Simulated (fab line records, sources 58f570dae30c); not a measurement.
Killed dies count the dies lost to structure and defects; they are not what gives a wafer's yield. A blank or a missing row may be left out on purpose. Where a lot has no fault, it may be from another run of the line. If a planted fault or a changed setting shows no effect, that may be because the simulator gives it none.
2 desks looking at one fault -- flow berkeleyCmos170 -- what lay behind the numbers comes last; until then each desk has only its own

## FOR THE TOOL OWNER'S DESK: implanter-02
For each lot that ran on this tool, the mean over its sampled wafers that have a number, from the tool's own readings at UCB170_NLDD_IMPLANT_08. The brackets show how far a lot's mean lies from the usual mean; more than 4 standard deviations puts the lot out of limits, marked OUT.
Columns: A = beamOnS at UCB170_NLDD_IMPLANT_08, usual 10.03 s; B = tiltDeg at UCB170_NLDD_IMPLANT_08, usual 7.003 degrees
lot,first seen here,A,B
L596,day 7 13:59,9.85,6.982
L601,day 9 06:11,10.05,7.002
L606,day 10 01:59,10.21,0.003 (-99 or more) OUT
L607,day 11 02:32,9.94,0.018 (-99 or more) OUT
Finding of this desk: L606, L607 out of limits; the first was L606 at day 10 01:59, on tiltDeg at UCB170_NLDD_IMPLANT_08. L596, L601 stayed within limits.

## AT THE METROLOGY DESK
What the gauges read for every lot (on any tool): the sampled wafers with a number, averaged. The brackets show how far a lot's mean lies from the usual mean; more than 4 standard deviations puts the lot out of limits, marked OUT.
Columns: A = SCREENOX_OXIDE_THK at UCB170_SCREENOX_THK_MEAS_02, usual 14.36 nm; B = cdNm at UCB170_NLDD_CD_MEAS_06, usual 1200.0 nm; C = NLDD_OVL at UCB170_NLDD_OVL_MEAS_07, usual 2 nm; D = NLDD_TW at UCB170_NLDD_TW_MEAS_11, usual 2232; E = NLDD_RS at UCB170_SDANNEAL_RS_MEAS_05, usual 616.1 ohm/sq
lot,first seen here,A,B,C,D,E
L594,day 6 10:07,14.39,1199.7,6,2213,613.6
L596,day 6 10:08,14.60,1200.6,3,2217,615.2
L597,day 6 21:33,14.73,1200.1,4,2204,617.4
L601,day 7 19:49,14.66,1200.4,2,2213,612.8
L606,day 8 21:56,14.09,1202.7,7,2126 (-5.1) OUT,537.2 (-53) OUT
L608,day 9 07:11,14.43,1198.4,3,2263,616.1
L607,day 9 16:06,14.55,1200.5,0,2123 (-5.2) OUT,538.3 (-52) OUT
L609,day 9 16:09,14.76,1199.8,-8,2259,615.7
L610,day 10 02:28,14.18,1199.8,-2,2214,616.8
L611,day 10 06:07,13.86,1200.7,2,2232,617.3
L614,day 10 20:42,14.40,1200.2,5,2225,617.1
L615,day 10 20:46,14.62,1200.8,2,2226,614.6
L616,day 10 20:46,14.36,1201.8,9,2265,615.0
L617,day 12 02:55,14.52,1201.1,4,2245,616.8
This desk's finding: out of limits on L606, L607; first on L606, day 10 02:20 (NLDD_TW at UCB170_NLDD_TW_MEAS_11). L594, L596, L597, L601, L608, L609, L610, L611, L614, L615, L616, L617 stayed within limits.

## BROUGHT TOGETHER
An alarm could have come from the tool owner's desk at day 10 01:59, on L606, L607.
Metrology desk: alarm possible at day 10 02:20 on L606, L607.
All the named lots went through UCB170_NLDD_IMPLANT_08 on implanter-02.

## WHAT WAS PUT IN BY THE SIMULATOR
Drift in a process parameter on implanter-02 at UCB170_NLDD_IMPLANT_08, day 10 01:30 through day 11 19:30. Setting tiltDeg shifted by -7 from 7. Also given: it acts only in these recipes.
Lots struck among those shown: L606, L607.
Delay (hours) between the fault's onset and each desk's first out-of-limits reading: 0 at the tool owner's desk, 1 at the metrology desk.
